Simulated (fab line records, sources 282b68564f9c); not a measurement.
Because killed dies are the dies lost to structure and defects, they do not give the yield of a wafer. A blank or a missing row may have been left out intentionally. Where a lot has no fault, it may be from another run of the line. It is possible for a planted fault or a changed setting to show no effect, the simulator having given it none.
Matching of chambers ; flow rit-cmos ; 3 sister chambers for RIT_FOX2_WET_ETCH_03 on wet-bench-01
The step etches Si3N4 in H3PO4, target depth 195 nm, time 2700 s. 16 wafers are shown with their chamber, then 5 later ones without.

## WAFERS WITH THEIR CHAMBER
wafer;chamber;run-length-s (s)
L519.2;3;2726
L519.5;3;2726
L519.6;3;2726
L520.1;1;2728
L520.2;1;2728
L520.6;1;2728
L525.3;1;2727
L525.4;1;2727
L525.6;1;2727
L535.1;1;2728
L535.3;1;2728
L535.6;1;2728
L538.2;0;2727
L538.4;0;2727
L538.6;0;2727
L539.1;3;2726

SIGNATURES, as means of the wafers listed above
reading;chamber 0;chamber 1;chamber 3;scatter within a chamber
run-length-s;2727.00;2727.67;2726.00;0.392
Rule: for each reading, subtract the chamber's mean from the wafer's reading, divide by that reading's scatter and square the result; add these up over the readings and take the root, which gives the wafer's distance from the chamber. The wafer belongs to the nearest chamber; if the next one is less than 2 further off, it can't be placed. The scatter: the root of (the sum of the squares of (reading less its chamber's mean) over the shown wafers, divided by (wafers less chambers)).

## WAFERS WITHOUT THEIR CHAMBER
wafer;run-length-s (s)
L539.2;2726
L539.5;2726
L542.1;2735
L542.4;2735
L542.5;2735

## THE CHAMBER EACH PASSED THROUGH
wafer;from the rows above;in truth
L539.2;3;3
L539.5;3;3
L542.1;can't be placed: 1 or 0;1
L542.4;can't be placed: 1 or 0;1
L542.5;can't be placed: 1 or 0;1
Correctly placed: 2 of 5. Can't be placed from these rows: 3 (the true chamber is among the candidates in 3). Number placed wrongly: 0.
